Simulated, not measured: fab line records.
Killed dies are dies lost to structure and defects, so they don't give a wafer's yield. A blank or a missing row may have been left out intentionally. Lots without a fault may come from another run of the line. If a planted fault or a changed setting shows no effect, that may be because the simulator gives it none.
fab line records | flow rit_cmos
record lots=6 | wafers=18 | last_day=7
route steps=202 shown PWELL@44 WELLDRIVE@50 NWELL@51 NRETRO@53 M1@202
lots that met no fault: taken from a fault-free run of the same line
start_h: hours from the record's first day to the start of the lot's first wafer shown | wait_h: how many hours have passed since the lot's step before this one | " unchanged from the row above | L1.1+2: a row that stands for several wafers | - value missing, or start not given | * or withheld: withheld | < > ~ a bound
route shown NAME@n: a module of which the file shows steps, and the number in the route of the first | usual: average and standard deviation across the fault-free wafers | same: alike in all rows | chamber/n: place in a boat | sites: readings site by site | _std_site: standard deviation across them | _edge_site: the outer-site mean with the inner-site mean subtracted | radius_mm: how far each site lies from the wafer's centre | mask NAME#n: copy n | behind: the tool/chamber that last shaped the wafer | hold: the reason the lot was held/the length of the hold in hours/how it ended | device: which transistor (n, p or np) failed to switch | end of line: tests of these same wafers at the route's end | a step without rows: its recipe alone | killed: not the wafer's yield, but the dies lost to structure and defects at the first sort | map: shows each die of a wafer: x if killed, . if not, _ if none is there
set.NAME: setting as actually run; set.NAME@STEP: the setting as run at that earlier step | model.NAME: the simulator's own value behind a step, which no gauge read
lots seen at some steps along the route; tables by step, rows by wafer
services: from which hour (start_h, from the record's first day; less than 0 if before it) a tool's chamber was out of use, for how many hours, and why
## steps
# step RIT_PWELL_DEVELOP_05
# recipe resist=NOVOLAK | develop_time_s=68 | dev_temp_c=23
# step RIT_PWELL_OVL_MEAS_06
# usual PWELL_OVL=-0.7/1.6
lot.wafer | tool       | chamber | start_h | wait_h | PWELL_OVL[nm]
L997.1    | overlay-02 | -       | 54.24   | -      | -2.4
L997.3    | "          | -       | "       | "      | -2.6
L997.4    | "          | -       | "       | "      | -1.6
L101.2    | overlay-02 | -       | 73.83   | -      | -0.2
L101.3    | "          | -       | "       | "      | -0.7
L101.4    | "          | -       | "       | "      | 0.1
L109.3    | overlay-01 | -       | 112.82  | -      | -0.5
L109.4    | "          | -       | "       | "      | -1.4
L109.5    | "          | -       | "       | "      | -0.8
L110.3    | overlay-02 | -       | 119.72  | -      | -0.6
L110.4    | "          | -       | "       | "      | 0.3
L110.6    | "          | -       | "       | "      | -1.2
L112.1    | overlay-02 | -       | 129.29  | -      | -4.1
L112.2    | "          | -       | "       | "      | -1.4
L112.6    | "          | -       | "       | "      | -2.7
L113.1    | overlay-02 | -       | 133.02  | -      | -0.8
L113.4    | "          | -       | "       | "      | 0.2
L113.6    | "          | -       | "       | "      | -0.1
# step RIT_PWELL_HARDBAKE_07
# recipe resist=NOVOLAK | temp_c=140 | time_s=120
# step RIT_PWELL_IMPLANT_08
# recipe species=B | energy_kev=170 | dose_cm2=7.089e+13 | tilt_deg=7
# step RIT_PWELL_STRIP_09
# recipe chemistry=O2 | time_s=180 | resist=NOVOLAK | platen_temp_c=withheld | power_w=500 | pressure_mtorr=4000 | o2_flow_sccm=4000
# usual drypump_motor_current_A=5.7/0.65
lot.wafer | tool            | chamber | start_h | wait_h | drypump_motor_current_A | rf_hours_counter_h
L997.1    | plasma_asher-01 | 1       | 54.68   | 0.1    | 6.4                     | 27
L997.3    | "               | 0       | "       | "      | 4.9                     | -
L997.4    | "               | 1       | "       | "      | 6.4                     | -
L101.2    | plasma_asher-01 | 1       | 74.26   | 0.1    | 6.4                     | 29
L101.3    | "               | 1       | "       | "      | 6.4                     | -
L101.4    | "               | 0       | "       | "      | 4.9                     | -
L109.3    | plasma_asher-04 | 0       | 113.40  | 0.2    | 5.4                     | -
L109.4    | "               | 1       | "       | "      | 6.6                     | -
L109.5    | "               | 1       | "       | "      | 6.6                     | -
L110.3    | plasma_asher-03 | 1       | 120.20  | 0.1    | 5.5                     | -
L110.4    | "               | 0       | "       | "      | 5.3                     | -
L110.6    | "               | 0       | "       | "      | 5.3                     | -
L112.1    | plasma_asher-04 | 1       | 129.72  | 0.1    | 6.7                     | 48
L112.2    | "               | 0       | "       | "      | 5.4                     | 48
L112.6    | "               | 0       | "       | "      | 5.4                     | -
L113.1    | plasma_asher-03 | 0       | 133.45  | 0.1    | 5.3                     | 1
L113.4    | "               | 0       | "       | "      | 5.3                     | -
L113.6    | "               | 1       | "       | "      | 5.5                     | -
# step RIT_PWELL_TW_MEAS_10
# usual PWELL_TW=941/8.5
lot.wafer | tool          | chamber | start_h | wait_h | PWELL_TW
L997.1    | film_metro-03 | -       | 54.85   | 0.1    | 939
L997.3    | "             | -       | "       | "      | 940
L997.4    | "             | -       | "       | "      | 944
L101.2    | film_metro-02 | -       | 74.44   | 0.1    | 956
L101.3    | "             | -       | "       | "      | 946
L101.4    | "             | -       | "       | "      | 952
L109.3    | film_metro-02 | -       | 113.55  | 0.1    | 951
L109.4    | "             | -       | "       | "      | 955
L109.5    | "             | -       | "       | "      | 952
L110.3    | film_metro-03 | -       | 120.34  | 0.1    | 939
L110.4    | "             | -       | "       | "      | 934
L110.6    | "             | -       | "       | "      | 937
L112.1    | film_metro-03 | -       | 129.90  | 0.1    | 937
L112.2    | "             | -       | "       | "      | 941
L112.6    | "             | -       | "       | "      | 936
L113.1    | film_metro-04 | -       | 133.63  | 0.1    | 926
L113.4    | "             | -       | "       | "      | 928
L113.6    | "             | -       | "       | "      | 925
# step RIT_WELLDRIVE_ANNEAL_00
# recipe temp_c=1100 | time_s=14700 | ambient=N2
# step RIT_WELLDRIVE_RS_MEAS_01
# recipe thk_meas_gauge=four-point-probe
# usual NWELL_RS=275.5/0.63
lot.wafer | tool          | chamber | start_h | wait_h | NWELL_RS[ohm/sq]
L997.1    | film_metro-03 | -       | 61.39   | 0.0    | 274.8
L997.3    | "             | -       | "       | "      | 275.2
L997.4    | "             | -       | "       | "      | 275.5
L101.2    | film_metro-03 | -       | 81.10   | 0.0    | 275.7
L101.3    | "             | -       | "       | "      | 275.5
L101.4    | "             | -       | "       | "      | 275.9
L109.3    | film_metro-02 | -       | 118.71  | 0.0    | 275.2
L109.4    | "             | -       | "       | "      | 275.1
L109.5    | "             | -       | "       | "      | 275.2
L110.3    | film_metro-04 | -       | 126.77  | 0.0    | 276.2
L110.4    | "             | -       | "       | "      | 276.8
L110.6    | "             | -       | "       | "      | 276.3
L112.1    | film_metro-03 | -       | 135.04  | 0.0    | 274.7
L112.2    | "             | -       | "       | "      | 275.4
L112.6    | "             | -       | "       | "      | 275.1
L113.1    | film_metro-02 | -       | 139.22  | 0.0    | 275.2
L113.4    | "             | -       | "       | "      | 275.1
L113.6    | "             | -       | "       | "      | 275.5
# step RIT_WELLDRIVE_RS_MEAS_02
# recipe thk_meas_gauge=four-point-probe
# usual PWELL_RS=426.3/1.2
lot.wafer | tool          | chamber | start_h | wait_h | PWELL_RS[ohm/sq]
L997.1    | film_metro-03 | -       | 61.51   | 0.1    | 424.4
L997.3    | "             | -       | "       | "      | 426.2
L997.4    | "             | -       | "       | "      | 424.6
L101.2    | film_metro-03 | -       | 81.22   | 0.1    | 423.7
L101.3    | "             | -       | "       | "      | 424.8
L101.4    | "             | -       | "       | "      | 423.8
L109.3    | film_metro-02 | -       | 118.83  | 0.1    | 427.0
L109.4    | "             | -       | "       | "      | 426.1
L109.5    | "             | -       | "       | "      | 426.3
L110.3    | film_metro-04 | -       | 126.89  | 0.1    | 425.6
L110.4    | "             | -       | "       | "      | 425.5
L110.6    | "             | -       | "       | "      | 425.9
L112.1    | film_metro-03 | -       | 135.16  | 0.1    | 426.7
L112.2    | "             | -       | "       | "      | 425.1
L112.6    | "             | -       | "       | "      | 425.8
L113.1    | film_metro-02 | -       | 139.34  | 0.1    | 426.3
L113.4    | "             | -       | "       | "      | 427.1
L113.6    | "             | -       | "       | "      | 426.6
# step RIT_NRETRO_HMDS_00
# recipe prime_time_s=60 | prime_temp_c=140
# step RIT_NRETRO_COAT_01
# recipe resist=NOVOLAK | spin_rpm=2000 | resist_thk_nm=1300
# step RIT_NRETRO_SOFTBAKE_02
# recipe resist=NOVOLAK | temp_c=90 | time_s=60
# step RIT_NRETRO_EXPOSE_03
# recipe mask_id=M4 | na=0.57 | target_cd_nm=43900 | dose_mj=250
lot.wafer  | tool             | chamber | start_h | wait_h | mask | model.NRETRO.overlay_x_nm
L997.1+3+4 | iline_stepper-01 | 0       | 62.08   | 0.1    | M4#0 | -1.744
L101.2+3+4 | iline_stepper-02 | 0       | 81.79   | 0.1    | M4#0 | -0.09736
L109.3+4+5 | iline_stepper-01 | 0       | 119.53  | 0.2    | M4#0 | -179.9
L110.3+4+6 | iline_stepper-01 | 0       | 127.46  | 0.1    | M4#0 | -178.8
L112.1+2+6 | iline_stepper-02 | 0       | 135.89  | 0.1    | M4#0 | 0.6376
L113.1+4+6 | iline_stepper-02 | 0       | 139.98  | 0.1    | M4#0 | -0.1527
# step RIT_NRETRO_PEB_04
# recipe resist=NOVOLAK | temp_c=withheld | time_s=withheld
# step RIT_NRETRO_DEVELOP_05
# recipe resist=NOVOLAK | develop_time_s=68 | dev_temp_c=23
# step RIT_NRETRO_OVL_MEAS_06
# usual NRETRO_OVL=0.5/1.5
lot.wafer | tool       | chamber | start_h | wait_h | NRETRO_OVL[nm]
L997.1    | overlay-02 | -       | 62.51   | -      | -1.8
L997.3    | "          | -       | "       | "      | -3.5
L997.4    | "          | -       | "       | "      | -2.4
L101.2    | overlay-02 | -       | 82.21   | -      | 0.0
L101.3    | "          | -       | "       | "      | -1.3
L101.4    | "          | -       | "       | "      | -1.0
L109.3    | overlay-01 | -       | 119.93  | -      | -176.3
L109.4    | "          | -       | "       | "      | -176.7
L109.5    | "          | -       | "       | "      | -177.0
L110.3    | overlay-02 | -       | 127.86  | -      | -178.7
L110.4    | "          | -       | "       | "      | -178.2
L110.6    | "          | -       | "       | "      | -179.6
L112.1    | overlay-01 | -       | 136.32  | -      | 2.0
L112.2    | "          | -       | "       | "      | 1.7
L112.6    | "          | -       | "       | "      | 1.6
L113.1    | overlay-02 | -       | 140.41  | -      | -1.1
L113.4    | "          | -       | "       | "      | 1.2
L113.6    | "          | -       | "       | "      | -0.1
# step RIT_NRETRO_HARDBAKE_07
# recipe resist=NOVOLAK | temp_c=140 | time_s=120
# step RIT_M1_PROBE_99
# usual killed_at_contacts=0.1/0.25 | killed_at_front_end=6/3.1 | killed_dies=6/3.1 | killed_open=2.9/2 | killed_short=3.3/2
# same gross_dies=264 | killed_at_M0_to_M3=0 | killed_at_M4_up=0 | killed_at_back_side=0 | killed_at_other=0
lot.wafer | tool      | chamber | start_h | wait_h | killed_at_contacts | killed_at_front_end | killed_dies | killed_open | killed_short | model.etest.retro_edge_pmos.off_log10_a_um | model.etest.retro_edge_nmos.off_log10_a_um
L997.1    | prober-02 | -       | 95.53   | 0.1    | 0                  | 6                   | 6           | 3           | 3            | -10.26                                     | -9.957
L997.3    | prober-02 | -       | 95.63   | 0.2    | 0                  | 6                   | 6           | 3           | 3            | -10.42                                     | -10.39
L997.4    | prober-02 | -       | 95.68   | 0.2    | 0                  | 5                   | 5           | 2           | 3            | -10.06                                     | -9.917
L101.2    | prober-02 | -       | 112.64  | 0.1    | 1                  | 1                   | 2           | 0           | 2            | -10.49                                     | -10.28
L101.3    | prober-02 | -       | 112.69  | 0.2    | 0                  | 3                   | 3           | 1           | 2            | -10.24                                     | -10.15
L101.4    | prober-02 | -       | 112.74  | 0.2    | 0                  | 5                   | 5           | 4           | 1            | -10.33                                     | -10.18
L109.3    | prober-02 | -       | 148.48  | 0.2    | 0                  | 3                   | 3           | 1           | 2            | -8.746                                     | -8.809
L109.4    | prober-02 | -       | 148.53  | 0.2    | 0                  | 4                   | 4           | 1           | 3            | -8.682                                     | -9.06
L109.5    | prober-02 | -       | 148.58  | 0.2    | 0                  | 2                   | 2           | 0           | 2            | -8.526                                     | -8.775
L110.3    | prober-01 | -       | 158.45  | 0.2    | 0                  | 10                  | 10          | 5           | 5            | -8.928                                     | -8.633
L110.4    | prober-01 | -       | 158.50  | 0.2    | 0                  | 2                   | 2           | 0           | 2            | -8.861                                     | -8.629
L110.6    | prober-01 | -       | 158.60  | 0.2    | 0                  | 10                  | 10          | 9           | 1            | -8.65                                      | -8.414
L112.1    | prober-01 | -       | 163.84  | 0.1    | 0                  | 7                   | 7           | 1           | 6            | -10.42                                     | -10.27
L112.2    | prober-01 | -       | 163.89  | 0.1    | 0                  | 8                   | 8           | 2           | 6            | -10.37                                     | -10.31
L112.6    | prober-01 | -       | 164.09  | 0.2    | 0                  | 4                   | 4           | 0           | 4            | -10.56                                     | -10.32
L113.1    | prober-02 | -       | 169.22  | 0.1    | 0                  | 2                   | 2           | 2           | 0            | -10.68                                     | -9.886
L113.4    | prober-02 | -       | 169.37  | 0.2    | 0                  | 1                   | 1           | 0           | 1            | -10.34                                     | -9.634
L113.6    | prober-02 | -       | 169.47  | 0.2    | 0                  | 3                   | 3           | 2           | 1            | -10.69                                     | -9.894
# killed by level:class
L997.1 FOX1:geometric_particle:short=2 GATE:geometric_particle:open=2 GATE:geometric_particle:short=1 SPACER:geometric_particle:open=1
L997.3 REOX:geometric_particle:open=2 FOX1:geometric_particle:short=1 GATE:geometric_particle:short=1 SPACER:geometric_particle:open=1 SILICIDE:geometric_particle:short=1
L997.4 GATE:geometric_particle:open=2 SILICIDE:geometric_particle:short=2 FOX2:geometric_particle:short=1
L101.2 SILICIDE:geometric_particle:short=1 CONTACT:geometric_particle:short=1
L101.3 FOX2:geometric_particle:open=1 GATE:geometric_particle:short=1 SPACER:geometric_particle:short=1
L101.4 FOX1:geometric_particle:open=1 FOX2:geometric_particle:open=1 GATE:geometric_particle:open=1 SPACER:geometric_particle:short=1 SILICIDE:geometric_particle:open=1
L109.3 FOX1:geometric_particle:short=1 GATE:geometric_particle:open=1 SILICIDE:geometric_particle:short=1
L109.4 GATE:geometric_particle:open=1 GATE:geometric_particle:short=1 REOX:geometric_particle:short=1 SILICIDE:geometric_particle:short=1
L109.5 SILICIDE:geometric_particle:short=2
L110.3 FOX2:geometric_particle:short=2 FOX1:geometric_particle:short=1 FOX1:geometric_particle:open=1 FOX2:geometric_particle:open=1 GATE:geometric_particle:open=1 GATE:geometric_particle:short=1 REOX:geometric_particle:open=1 SPACER:geometric_particle:open=1
L110.4 FOX1:geometric_particle:short=1 REOX:geometric_particle:short=1
L110.6 GATE:geometric_particle:open=4 FOX1:geometric_particle:open=2 FOX2:geometric_particle:open=2 REOX:geometric_particle:open=1 SPACER:geometric_particle:short=1
L112.1 SPACER:geometric_particle:short=3 FOX2:geometric_particle:short=1 GATE:geometric_particle:short=1 GATE:geometric_particle:open=1 REOX:geometric_particle:short=1
L112.2 GATE:geometric_particle:short=4 GATE:geometric_particle:open=2 SILICIDE:geometric_particle:short=2
L112.6 REOX:geometric_particle:short=2 GATE:geometric_particle:short=1 SILICIDE:geometric_particle:short=1
L113.1 GATE:geometric_particle:open=2
L113.4 REOX:geometric_particle:short=1
L113.6 FOX2:geometric_particle:open=2 GATE:geometric_particle:short=1
## services
tool             | chamber | start_h | hours | kind
iline_stepper-02 | -       | 30.82   | 2.1   | pm
iline_stepper-02 | -       | 32.91   | -     | consumable_replace:lamp
plasma_asher-03  | -       | 88.64   | 1.2   | repair
iline_stepper-01 | -       | 101.83  | 2.6   | repair
iline_stepper-02 | -       | 104.42  | 1.7   | pm
plasma_asher-03  | -       | 108.75  | 9.0   | pm
plasma_asher-03  | 0       | 108.75  | 9.0   | vent_cycle
plasma_asher-03  | 1       | 108.75  | 9.0   | vent_cycle
plasma_asher-03  | 0       | 117.75  | -     | clean
plasma_asher-03  | 1       | 117.75  | -     | clean
iline_stepper-01 | -       | 122.23  | 1.7   | pm
## key
first_sign step=RIT_NRETRO_OVL_MEAS_06 | reading=NRETRO_OVL | direction=down | sigmas=99+ | usual=0.5 | struck=-177.8
effect none on later readings
model_effect step=RIT_NRETRO_EXPOSE_03 | value=NRETRO.overlay_x_nm | without=0.6498 | struck=-179.3
model_effect step=RIT_M1_PROBE_99 | value=etest.retro_edge_pmos.off_log10_a_um | without=-10.21 | struck=-8.732
met_at RIT_NRETRO_EXPOSE_03
struck_wafers L109.3,L109.4,L109.5,L110.3,L110.4,L110.6
tester_left_out L109,L110
onset_between 62.08 119.53
fault kind=scanner_matching_overlay | tool=iline_stepper-01 | chamber=- | onset_h=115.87 | steps=RIT_NRETRO_EXPOSE_03 | offset=-180
# tester_left_out: of these lots the tester's yield and bins aren't shown, on N5 and GAA mostly nor the transistor test; their killed dies are dies lost to structure and defects alone, not to doping, threshold or leakage, so they don't give the yield
